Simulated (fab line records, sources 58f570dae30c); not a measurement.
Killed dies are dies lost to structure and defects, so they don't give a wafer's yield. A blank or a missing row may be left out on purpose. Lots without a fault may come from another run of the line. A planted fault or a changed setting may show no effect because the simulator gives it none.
Chamber matching | flow berkeley_cmos170 | UCB170_V2_ETCH_14 on rie_diel-01: 4 sister chambers
The step etches SiO2 in CHF3/CF4/Ar, stops on Al, target depth 1250 nm, time 291 s. 16 wafers are shown with their chamber, then 8 later ones without.

WAFERS WITH THEIR CHAMBER
wafer  | chamber | drypump_motor_current_A (A) | throttle_valve_pct (%) | oes_product_au (a.u.)
L439.2 | 0       | 5.6                         | 6.89                   | 0.874
L439.3 | 2       | 5.1                         | 6.96                   | 0.890
L439.4 | 1       | 5.2                         | 6.94                   | 0.874
L440.1 | 3       | 6.0                         | 7.00                   | 0.880
L440.2 | 0       | 5.7                         | 6.90                   | 0.873
L440.4 | 1       | 5.2                         | 6.93                   | 0.874
L448.2 | 1       | 5.2                         | 6.93                   | 0.866
L448.3 | 3       | 6.0                         | 7.01                   | 0.883
L448.5 | 3       | 6.0                         | 7.01                   | 0.890
L447.1 | 3       | 6.0                         | 7.00                   | 0.881
L447.3 | 0       | 5.6                         | 6.89                   | 0.875
L447.6 | 3       | 6.0                         | 7.00                   | 0.877
L446.1 | 1       | 5.2                         | 6.93                   | 0.867
L446.5 | 3       | 6.0                         | 7.02                   | 0.883
L446.6 | 2       | 5.2                         | 6.95                   | 0.896
L450.1 | 2       | 5.2                         | 6.96                   | 0.887

SIGNATURES (means of the wafers above)
reading                 | chamber 0 | chamber 1 | chamber 2 | chamber 3 | scatter within a chamber
drypump_motor_current_A | 5.633     | 5.200     | 5.167     | 6.000     | 0.0333
throttle_valve_pct      | 6.8933    | 6.9325    | 6.9567    | 7.0067    | 0.00672
oes_product_au          | 0.87400   | 0.87025   | 0.89100   | 0.88233   | 0.00404
Rule: a wafer's distance from a chamber is the root of the sum, over the readings, of the square of ((its reading less the chamber's mean) divided by the reading's scatter). The wafer belongs to the nearest chamber; if the next one is less than 2 further off, it can't be placed. The scatter: the root of (the sum of the squares of (reading less its chamber's mean) over the shown wafers, divided by (wafers less chambers)).

WAFERS WITHOUT THEIR CHAMBER
wafer  | drypump_motor_current_A (A) | throttle_valve_pct (%) | oes_product_au (a.u.)
L450.2 | 5.7                         | 6.91                   | 0.873
L450.5 | 5.9                         | 6.99                   | 0.878
L451.1 | 5.2                         | 6.95                   | 0.893
L451.4 | 5.2                         | 6.94                   | 0.862
L451.6 | 5.2                         | 6.93                   | 0.863
L453.1 | 5.2                         | 6.97                   | 0.890
L453.2 | 5.7                         | 6.89                   | 0.879
L453.3 | 6.0                         | 7.00                   | 0.880

WHICH CHAMBER EACH WENT THROUGH
wafer  | from the rows above | in truth
L450.2 | 0                   | 0
L450.5 | 3                   | 3
L451.1 | 2                   | 2
L451.4 | 1                   | 1
L451.6 | 1                   | 1
L453.1 | 2                   | 2
L453.2 | 0                   | 0
L453.3 | 3                   | 3
Placed correctly: 8 of 8. Can't be placed from these rows: 0. Placed wrongly: 0.
